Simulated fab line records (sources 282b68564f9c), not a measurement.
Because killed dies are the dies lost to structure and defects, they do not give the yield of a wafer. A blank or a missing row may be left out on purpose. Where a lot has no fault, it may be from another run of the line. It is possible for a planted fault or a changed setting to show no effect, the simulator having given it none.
fab line records || flow ritCmos
[record] {"lots": 14, "wafers": 42, "lastDay": 7}
route steps=202 shown PRETRO@72
lots untouched by any fault: they come from a run of this same line in which no faults occurred
startH: hours from the record's opening day to when the first of the lot's shown wafers began || waitH: hours elapsed since this lot's preceding step || " unchanged from the row above || L1.1+2: a row that stands for several wafers || - no value, or no start given || * or withheld: withheld || < > ~ a bound
route shown NAME@n: NAME is a module with steps in the file, n the number in the route of the first one || usual: average and standard deviation across the fault-free wafers || same: alike in all rows || chamber/n: place in a boat || sites: per-site readings || _std_site: standard deviation across them || _edge_site: outer sites' mean less inner sites' || radiusMm: how far each site lies from the wafer's centre || mask NAME#n: copy n || behind: the most recent tool/chamber to have shaped the wafer || hold: reason for holding the lot/hours on hold/outcome of the hold || device: the n, p or np transistor that did not switch || end of line: tests run on the same wafers once the route is complete || a step with no rows: only its recipe || killed: the dies lost at the first sort to structure and to defects; this is not the yield of the wafer || map: the dies of a wafer, with x for killed, . for not killed, _ for no die there
set.NAME: the run value of the setting; set.NAME@STEP: its run value at that earlier step || model.NAME: the simulator's own value behind a step, which no gauge read
steps of the route over a sample of lots; a table a step, a row a wafer
services: when a tool's chamber went out of use (startH, in hours from the record's first day, below 0 if earlier), for how many hours, and the reason
[[steps]]
[step RIT_PRETRO_IMPLANT_08]
[recipe] {"species": "B", "energyKev": 45, "doseCm2": 1.2e+13, "tiltDeg": 7}
[usual] {"doseIonsCm2": "1.2e+13/1.3e+10", "faradayCurrentUA": "38.1/0.69"}
[same] {"implantIonAmu": 11}
{"lot.wafer": "L291.2", "tool": "implanter-01", "chamber": 0, "startH": 32.62, "waitH": 0.2, "doseIonsCm2": 1.1997e+13, "faradayCurrentUA": 38.8}
{"lot.wafer": "L291.3", "tool": "implanter-01", "chamber": 0, "startH": 32.62, "waitH": 0.2, "doseIonsCm2": 1.1992e+13, "faradayCurrentUA": 38.6}
{"lot.wafer": "L291.6", "tool": "implanter-01", "chamber": 0, "startH": 32.62, "waitH": 0.2, "doseIonsCm2": 1.1986e+13, "faradayCurrentUA": 39.1}
{"lot.wafer": "L292.3", "tool": "implanter-03", "chamber": 0, "startH": 36.17, "waitH": 0.2, "doseIonsCm2": 1.1994e+13, "faradayCurrentUA": 37.8}
{"lot.wafer": "L292.5", "tool": "implanter-03", "chamber": 0, "startH": 36.17, "waitH": 0.2, "doseIonsCm2": 1.1992e+13, "faradayCurrentUA": 38.8}
{"lot.wafer": "L292.6", "tool": "implanter-03", "chamber": 0, "startH": 36.17, "waitH": 0.2, "doseIonsCm2": 1.2006e+13, "faradayCurrentUA": 38.2}
{"lot.wafer": "L293.2", "tool": "implanter-01", "chamber": 0, "startH": 41.96, "waitH": 0.2, "doseIonsCm2": 1.1973e+13, "faradayCurrentUA": 38.5}
{"lot.wafer": "L293.3", "tool": "implanter-01", "chamber": 0, "startH": 41.96, "waitH": 0.2, "doseIonsCm2": 1.1993e+13, "faradayCurrentUA": 37.7}
{"lot.wafer": "L293.5", "tool": "implanter-01", "chamber": 0, "startH": 41.96, "waitH": 0.2, "doseIonsCm2": 1.1981e+13, "faradayCurrentUA": 38.1}
{"lot.wafer": "L294.2", "tool": "implanter-01", "chamber": 0, "startH": 47.36, "waitH": 0.2, "doseIonsCm2": 1.2017e+13, "faradayCurrentUA": 39.3}
{"lot.wafer": "L294.3", "tool": "implanter-01", "chamber": 0, "startH": 47.36, "waitH": 0.2, "doseIonsCm2": 1.2016e+13, "faradayCurrentUA": 38.2}
{"lot.wafer": "L294.5", "tool": "implanter-01", "chamber": 0, "startH": 47.36, "waitH": 0.2, "doseIonsCm2": 1.1992e+13, "faradayCurrentUA": 39.3}
{"lot.wafer": "L298.4", "tool": "implanter-02", "chamber": 0, "startH": 66.92, "waitH": 0.2, "doseIonsCm2": 1.2006e+13, "faradayCurrentUA": 37.4}
{"lot.wafer": "L298.5", "tool": "implanter-02", "chamber": 0, "startH": 66.92, "waitH": 0.2, "doseIonsCm2": 1.1974e+13, "faradayCurrentUA": 39.3}
{"lot.wafer": "L298.6", "tool": "implanter-02", "chamber": 0, "startH": 66.92, "waitH": 0.2, "doseIonsCm2": 1.1993e+13, "faradayCurrentUA": 38.1}
{"lot.wafer": "L299.2", "tool": "implanter-03", "chamber": 0, "startH": 71.03, "waitH": 0.2, "doseIonsCm2": 1.1975e+13, "faradayCurrentUA": 39.3}
{"lot.wafer": "L299.5", "tool": "implanter-03", "chamber": 0, "startH": 71.03, "waitH": 0.2, "doseIonsCm2": 1.1996e+13, "faradayCurrentUA": 38.8}
{"lot.wafer": "L299.6", "tool": "implanter-03", "chamber": 0, "startH": 71.03, "waitH": 0.2, "doseIonsCm2": 1.2004e+13, "faradayCurrentUA": 38.3}
{"lot.wafer": "L301.1", "tool": "implanter-02", "chamber": 0, "startH": 81.53, "waitH": 0.2, "doseIonsCm2": 1.2e+13, "faradayCurrentUA": 37.7}
{"lot.wafer": "L301.3", "tool": "implanter-02", "chamber": 0, "startH": 81.53, "waitH": 0.2, "doseIonsCm2": 1.2009e+13, "faradayCurrentUA": 38.2}
{"lot.wafer": "L301.6", "tool": "implanter-02", "chamber": 0, "startH": 81.53, "waitH": 0.2, "doseIonsCm2": 1.2023e+13, "faradayCurrentUA": 37.6}
{"lot.wafer": "L302.1", "tool": "implanter-02", "chamber": 0, "startH": 86.13, "waitH": 0.2, "doseIonsCm2": 6.615e+12, "faradayCurrentUA": 20.6}
{"lot.wafer": "L302.2", "tool": "implanter-02", "chamber": 0, "startH": 86.13, "waitH": 0.2, "doseIonsCm2": 6.607e+12, "faradayCurrentUA": 21.6}
{"lot.wafer": "L302.6", "tool": "implanter-02", "chamber": 0, "startH": 86.13, "waitH": 0.2, "doseIonsCm2": 6.62e+12, "faradayCurrentUA": 21.3}
{"lot.wafer": "L304.2", "tool": "implanter-02", "chamber": 0, "startH": 96.56, "waitH": 0.2, "doseIonsCm2": 6.578e+12, "faradayCurrentUA": 20.8}
{"lot.wafer": "L304.3", "tool": "implanter-02", "chamber": 0, "startH": 96.56, "waitH": 0.2, "doseIonsCm2": 6.606e+12, "faradayCurrentUA": 20.1}
{"lot.wafer": "L304.5", "tool": "implanter-02", "chamber": 0, "startH": 96.56, "waitH": 0.2, "doseIonsCm2": 6.611e+12, "faradayCurrentUA": 21.0}
{"lot.wafer": "L308.1", "tool": "implanter-03", "chamber": 0, "startH": 116.26, "waitH": 0.2, "doseIonsCm2": 1.2002e+13, "faradayCurrentUA": 37.5}
{"lot.wafer": "L308.2", "tool": "implanter-03", "chamber": 0, "startH": 116.26, "waitH": 0.2, "doseIonsCm2": 1.1999e+13, "faradayCurrentUA": 37.5}
{"lot.wafer": "L308.4", "tool": "implanter-03", "chamber": 0, "startH": 116.26, "waitH": 0.2, "doseIonsCm2": 1.1969e+13, "faradayCurrentUA": 38.0}
{"lot.wafer": "L311.1", "tool": "implanter-01", "chamber": 0, "startH": 131.65, "waitH": 0.2, "doseIonsCm2": 1.1994e+13, "faradayCurrentUA": 37.6}
{"lot.wafer": "L311.4", "tool": "implanter-01", "chamber": 0, "startH": 131.65, "waitH": 0.2, "doseIonsCm2": 1.2012e+13, "faradayCurrentUA": 37.0}
{"lot.wafer": "L311.5", "tool": "implanter-01", "chamber": 0, "startH": 131.65, "waitH": 0.2, "doseIonsCm2": 1.2e+13, "faradayCurrentUA": 38.5}
{"lot.wafer": "L312.1", "tool": "implanter-01", "chamber": 0, "startH": 136.70, "waitH": 0.2, "doseIonsCm2": 1.1999e+13, "faradayCurrentUA": 38.6}
{"lot.wafer": "L312.4", "tool": "implanter-01", "chamber": 0, "startH": 136.70, "waitH": 0.2, "doseIonsCm2": 1.1997e+13, "faradayCurrentUA": 37.3}
{"lot.wafer": "L312.5", "tool": "implanter-01", "chamber": 0, "startH": 136.70, "waitH": 0.2, "doseIonsCm2": 1.2009e+13, "faradayCurrentUA": 37.8}
{"lot.wafer": "L313.1", "tool": "implanter-03", "chamber": 0, "startH": 141.67, "waitH": 0.2, "doseIonsCm2": 1.199e+13, "faradayCurrentUA": 38.2}
{"lot.wafer": "L313.3", "tool": "implanter-03", "chamber": 0, "startH": 141.67, "waitH": 0.2, "doseIonsCm2": 1.2007e+13, "faradayCurrentUA": 36.9}
{"lot.wafer": "L313.6", "tool": "implanter-03", "chamber": 0, "startH": 141.67, "waitH": 0.2, "doseIonsCm2": 1.2011e+13, "faradayCurrentUA": 38.5}
{"lot.wafer": "L314.1", "tool": "implanter-01", "chamber": 0, "startH": 146.79, "waitH": 0.2, "doseIonsCm2": 1.2007e+13, "faradayCurrentUA": 38.5}
{"lot.wafer": "L314.3", "tool": "implanter-01", "chamber": 0, "startH": 146.79, "waitH": 0.2, "doseIonsCm2": 1.2018e+13, "faradayCurrentUA": 36.9}
{"lot.wafer": "L314.5", "tool": "implanter-01", "chamber": 0, "startH": 146.79, "waitH": 0.2, "doseIonsCm2": 1.2018e+13, "faradayCurrentUA": 38.6}
[step RIT_PRETRO_TW_MEAS_10]
[usual] {"PRETRO_TW": "473.4/3"}
{"lot.wafer": "L291.2", "tool": "filmMetro-01", "chamber": "-", "startH": 32.93, "waitH": 0.1, "PRETRO_TW": 471.9}
{"lot.wafer": "L291.3", "tool": "filmMetro-01", "chamber": "-", "startH": 32.93, "waitH": 0.1, "PRETRO_TW": 471.4}
{"lot.wafer": "L291.6", "tool": "filmMetro-01", "chamber": "-", "startH": 32.93, "waitH": 0.1, "PRETRO_TW": 472.0}
{"lot.wafer": "L292.3", "tool": "filmMetro-01", "chamber": "-", "startH": 36.46, "waitH": 0.1, "PRETRO_TW": 472.5}
{"lot.wafer": "L292.5", "tool": "filmMetro-01", "chamber": "-", "startH": 36.46, "waitH": 0.1, "PRETRO_TW": 474.3}
{"lot.wafer": "L292.6", "tool": "filmMetro-01", "chamber": "-", "startH": 36.46, "waitH": 0.1, "PRETRO_TW": 471.9}
{"lot.wafer": "L293.2", "tool": "filmMetro-02", "chamber": "-", "startH": 42.27, "waitH": 0.1, "PRETRO_TW": 478.6}
{"lot.wafer": "L293.3", "tool": "filmMetro-02", "chamber": "-", "startH": 42.27, "waitH": 0.1, "PRETRO_TW": 480.1}
{"lot.wafer": "L293.5", "tool": "filmMetro-02", "chamber": "-", "startH": 42.27, "waitH": 0.1, "PRETRO_TW": 477.6}
{"lot.wafer": "L294.2", "tool": "filmMetro-04", "chamber": "-", "startH": 47.67, "waitH": 0.1, "PRETRO_TW": 480.1}
{"lot.wafer": "L294.3", "tool": "filmMetro-04", "chamber": "-", "startH": 47.67, "waitH": 0.1, "PRETRO_TW": 478.5}
{"lot.wafer": "L294.5", "tool": "filmMetro-04", "chamber": "-", "startH": 47.67, "waitH": 0.1, "PRETRO_TW": 477.0}
{"lot.wafer": "L298.4", "tool": "filmMetro-01", "chamber": "-", "startH": 67.20, "waitH": 0.1, "PRETRO_TW": 470.3}
{"lot.wafer": "L298.5", "tool": "filmMetro-01", "chamber": "-", "startH": 67.20, "waitH": 0.1, "PRETRO_TW": 470.5}
{"lot.wafer": "L298.6", "tool": "filmMetro-01", "chamber": "-", "startH": 67.20, "waitH": 0.1, "PRETRO_TW": 470.3}
{"lot.wafer": "L299.2", "tool": "filmMetro-01", "chamber": "-", "startH": 71.34, "waitH": 0.1, "PRETRO_TW": 471.1}
{"lot.wafer": "L299.5", "tool": "filmMetro-01", "chamber": "-", "startH": 71.34, "waitH": 0.1, "PRETRO_TW": 470.6}
{"lot.wafer": "L299.6", "tool": "filmMetro-01", "chamber": "-", "startH": 71.34, "waitH": 0.1, "PRETRO_TW": 469.8}
{"lot.wafer": "L301.1", "tool": "filmMetro-04", "chamber": "-", "startH": 81.85, "waitH": 0.1, "PRETRO_TW": 476.4}
{"lot.wafer": "L301.3", "tool": "filmMetro-04", "chamber": "-", "startH": 81.85, "waitH": 0.1, "PRETRO_TW": 474.6}
{"lot.wafer": "L301.6", "tool": "filmMetro-04", "chamber": "-", "startH": 81.85, "waitH": 0.1, "PRETRO_TW": 474.8}
{"lot.wafer": "L302.1", "tool": "filmMetro-01", "chamber": "-", "startH": 86.46, "waitH": 0.1, "PRETRO_TW": 391.0}
{"lot.wafer": "L302.2", "tool": "filmMetro-01", "chamber": "-", "startH": 86.46, "waitH": 0.1, "PRETRO_TW": 391.7}
{"lot.wafer": "L302.6", "tool": "filmMetro-01", "chamber": "-", "startH": 86.46, "waitH": 0.1, "PRETRO_TW": 393.2}
{"lot.wafer": "L304.2", "tool": "filmMetro-01", "chamber": "-", "startH": 96.87, "waitH": 0.1, "PRETRO_TW": 392.2}
{"lot.wafer": "L304.3", "tool": "filmMetro-01", "chamber": "-", "startH": 96.87, "waitH": 0.1, "PRETRO_TW": 393.6}
{"lot.wafer": "L304.5", "tool": "filmMetro-01", "chamber": "-", "startH": 96.87, "waitH": 0.1, "PRETRO_TW": 393.6}
{"lot.wafer": "L308.1", "tool": "filmMetro-02", "chamber": "-", "startH": 116.58, "waitH": 0.1, "PRETRO_TW": 470.6}
{"lot.wafer": "L308.2", "tool": "filmMetro-02", "chamber": "-", "startH": 116.58, "waitH": 0.1, "PRETRO_TW": 471.5}
{"lot.wafer": "L308.4", "tool": "filmMetro-02", "chamber": "-", "startH": 116.58, "waitH": 0.1, "PRETRO_TW": 470.1}
{"lot.wafer": "L311.1", "tool": "filmMetro-01", "chamber": "-", "startH": 131.97, "waitH": 0.1, "PRETRO_TW": 471.3}
{"lot.wafer": "L311.4", "tool": "filmMetro-01", "chamber": "-", "startH": 131.97, "waitH": 0.1, "PRETRO_TW": 471.5}
{"lot.wafer": "L311.5", "tool": "filmMetro-01", "chamber": "-", "startH": 131.97, "waitH": 0.1, "PRETRO_TW": 470.3}
{"lot.wafer": "L312.1", "tool": "filmMetro-02", "chamber": "-", "startH": 137.03, "waitH": 0.1, "PRETRO_TW": 477.2}
{"lot.wafer": "L312.4", "tool": "filmMetro-02", "chamber": "-", "startH": 137.03, "waitH": 0.1, "PRETRO_TW": 475.6}
{"lot.wafer": "L312.5", "tool": "filmMetro-02", "chamber": "-", "startH": 137.03, "waitH": 0.1, "PRETRO_TW": 475.1}
{"lot.wafer": "L313.1", "tool": "filmMetro-04", "chamber": "-", "startH": 142.00, "waitH": 0.1, "PRETRO_TW": 478.2}
{"lot.wafer": "L313.3", "tool": "filmMetro-04", "chamber": "-", "startH": 142.00, "waitH": 0.1, "PRETRO_TW": 478.6}
{"lot.wafer": "L313.6", "tool": "filmMetro-04", "chamber": "-", "startH": 142.00, "waitH": 0.1, "PRETRO_TW": 474.2}
{"lot.wafer": "L314.1", "tool": "filmMetro-01", "chamber": "-", "startH": 147.11, "waitH": 0.1, "PRETRO_TW": 472.2}
{"lot.wafer": "L314.3", "tool": "filmMetro-01", "chamber": "-", "startH": 147.11, "waitH": 0.1, "PRETRO_TW": 473.1}
{"lot.wafer": "L314.5", "tool": "filmMetro-01", "chamber": "-", "startH": 147.11, "waitH": 0.1, "PRETRO_TW": 470.1}
[[services]]
{"tool": "implanter-01", "chamber": "-", "startH": 10.75, "hours": 3.8, "kind": "repair"}
{"tool": "implanter-02", "chamber": "-", "startH": 12.60, "hours": 2.5, "kind": "repair"}
{"tool": "implanter-02", "chamber": "-", "startH": 43.73, "hours": 0.7, "kind": "repair"}
{"tool": "implanter-03", "chamber": "-", "startH": 44.16, "hours": 9.5, "kind": "repair"}
{"tool": "implanter-01", "chamber": "-", "startH": 77.38, "hours": 49.9, "kind": "pm"}
{"tool": "implanter-03", "chamber": "-", "startH": 126.30, "hours": 4.0, "kind": "pm"}
[[key]]
[firstSign] {"step": "RIT_PRETRO_IMPLANT_08", "reading": "doseIonsCm2", "direction": "down", "sigmas": "99+", "usual": 1.2e+13, "struck": 6.606e+12}
[effect] {"step": "RIT_PRETRO_IMPLANT_08", "reading": "faradayCurrentUA", "direction": "down", "sigmas": 25, "usual": 38.1, "struck": 20.9}
[effect] {"step": "RIT_PRETRO_TW_MEAS_10", "reading": "PRETRO_TW", "direction": "down", "sigmas": 27, "usual": 473.4, "struck": 392.5}
metAt RIT_PRETRO_IMPLANT_08
struckLots L302,L304
testerLeftOut L302,L304
onsetBetween 81.53 86.13
[fault] {"kind": "processParameterDrift", "tool": "implanter-02", "chamber": "-", "onsetH": 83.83, "steps": "RIT_PRETRO_IMPLANT_08", "channel": "doseCm2", "offset": -5.4e+12, "shape": "step", "endH": 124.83, "actsIn": "theseRecipesOnly", "stated": 1.2e+13}
// testerLeftOut: of these lots the tester's yield and bins aren't shown, on N5 and GAA mostly nor the transistor test; their killed dies are dies lost to structure and defects alone, not to doping, threshold or leakage, so they don't give the yield
